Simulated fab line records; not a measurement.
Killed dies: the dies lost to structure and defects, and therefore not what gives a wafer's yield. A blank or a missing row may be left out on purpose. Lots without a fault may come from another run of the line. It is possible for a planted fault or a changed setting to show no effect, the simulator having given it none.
The same fault as seen by 2 desks    flow berkeley-cmos170    every desk sees just its own numbers, and what lay behind them comes last

== METROLOGY DESK ==
Means of the sampled wafers that have a number, per lot and without regard to the tool the lot ran on: this is what the gauges read. A lot is out of limits, marked OUT, if its mean lies more than 4 standard deviations from the usual mean; the brackets give that distance.
Columns: A = cd-nm at UCB170_M3_CD_MEAS_15, usual 700.2 nm; B = M3_OVL at UCB170_M3_OVL_MEAS_16, usual 2 nm
lot   first seen here  A      B
L685  day 8 19:24      702.0  6
L686  day 8 22:31      701.8  2
L692  day 10 20:40     702.5  -1
L694  day 10 21:29     701.1  2
L697  day 11 22:25     697.5  -8
L700  day 12 07:10     699.7  -5
This desk's verdict: no lot among the 6 shows anything out of limits.

== FOR THE TOOL OWNER'S DESK: rie-metal-04 ==
The tool's own readings at UCB170_M3_METAL_ETCH_18 (etches Al in Cl2/BCl3, stops on SiO2, target depth 1170 nm, time 195 s): means of the sampled wafers that have a number, for each lot that ran on this tool. A lot is out of limits, marked OUT, if its mean lies more than 4 standard deviations from the usual mean; the brackets give that distance.
Columns: A = drypump-motor-current-A at UCB170_M3_METAL_ETCH_18, usual 5.6 A; B = oes-product-au at UCB170_M3_METAL_ETCH_18, usual 0.851 a.u.; C = throttle-valve-pct at UCB170_M3_METAL_ETCH_18, usual 24.21 %
lot   first seen here  A    B      C
L686  day 8 22:41      5.5  0.833  24.28
L692  day 10 20:52     5.4  0.857  24.25
L697  day 11 22:38     5.4  0.858  24.25
This desk's verdict: no lot among the 3 shows anything out of limits.

== PUT TOGETHER ==
Nothing out of limits was seen by the metrology desk.
Nothing out of limits was seen by the tool owner's desk.

== WHAT THE SIMULATOR PUT IN ==
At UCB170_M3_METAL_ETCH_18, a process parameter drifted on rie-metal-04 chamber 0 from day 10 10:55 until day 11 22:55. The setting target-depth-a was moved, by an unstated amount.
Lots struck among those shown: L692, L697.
